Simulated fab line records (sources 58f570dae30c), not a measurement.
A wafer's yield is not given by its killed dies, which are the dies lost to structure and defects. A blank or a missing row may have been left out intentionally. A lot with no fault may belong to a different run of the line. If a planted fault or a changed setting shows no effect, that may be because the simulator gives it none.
Code-filled problem report in 8D (eight disciplines) form | flow berkeleyCmos170 | the parts of the form that need people (team, actions taken, sign-off) are left out

== 1. THE PROBLEM ==
tiltDeg at UCB170_NWELL_IMPLANT_14 reads a mean of 6.197 degrees on 6 wafers of 2 lots; wafers without a fault read 6.993 degrees with a standard deviation of 0.019. Relative to the usual mean, that is a shift of -42 standard deviations.
Seen first at day 5 06:59 on implanter-02, wafer L488.1. The record holds 42 wafers of 14 lots with a number at this step. Rule for "out" (also "out of limits"): further than 4 standard deviations from the usual mean. The rest of the wafers with a number are treated as sound.

== 2. WHAT THIS IS AND IS NOT ==
question                    | is                     | is not
which readings at this step | tiltDeg                | -
which lots                  | L488, L492             | L476, L477, L478, L481, L482, L483, L484, L487, L490, L496, L497, L499
which wafers of those lots  | all that have a number | -
read on which tools         | implanter-02           | implanter-03, implanter-04
when                        | from day 5 06:59       | up to then (27 sound wafers); but 9 sound wafers of L496, L497, L499 came after

== 3. SUSPECTS, AND WHAT RULES EACH OUT ==
Counting: a tool at a process step up to the reading stays a suspect if it ran every lot that is out and no sound lot after the first of them.
- implanter-02 at UCB170_NWELL_IMPLANT_14: kept. Every lot that is out went through it, starting with L488 (day 5 06:59), and after that it ran no sound lot; the last sound lot it ran before then is L484 (day 4 00:46). On those wafers its own readings are out: tiltDeg.
Remaining after the count: implanter-02 at UCB170_NWELL_IMPLANT_14.

== 4. THE CAUSE (what the simulator had put in) ==
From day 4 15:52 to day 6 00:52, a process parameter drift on implanter-02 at UCB170_NWELL_IMPLANT_14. Setting tiltDeg, moved by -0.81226, from 7. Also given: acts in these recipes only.
This tool alone remained once counting was done.

== 5. SEQUENCE OF EFFECTS, ordered by route ==
Each row: a reading whose mean over the struck wafers that have a number lies more than 3 standard deviations from the usual. Only readings whose record carries a usual standard deviation are examined. hours: median over the lots of the time between each lot's start at the first step of this table that gives one and its start at this step. sigmas: the change, counted in usual standard deviations.
hours | step                    | reading | usual         | on struck wafers | change | sigmas
0     | UCB170_NWELL_IMPLANT_14 | tiltDeg | 6.993 degrees | 6.197            | -0.796 | -42
The process steps in it:
- UCB170_NWELL_IMPLANT_14
Later measuring or inspecting steps at which every struck wafer that the step has a row for has a number for every such reading, and none has moved that far: UCB170_NVT_TW_MEAS_09.

== 6. WHAT WOULD HAVE CAUGHT IT SOONER ==
In this record no reading fell out of limits until day 5 06:59, 15 hours after the fault had begun at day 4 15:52.
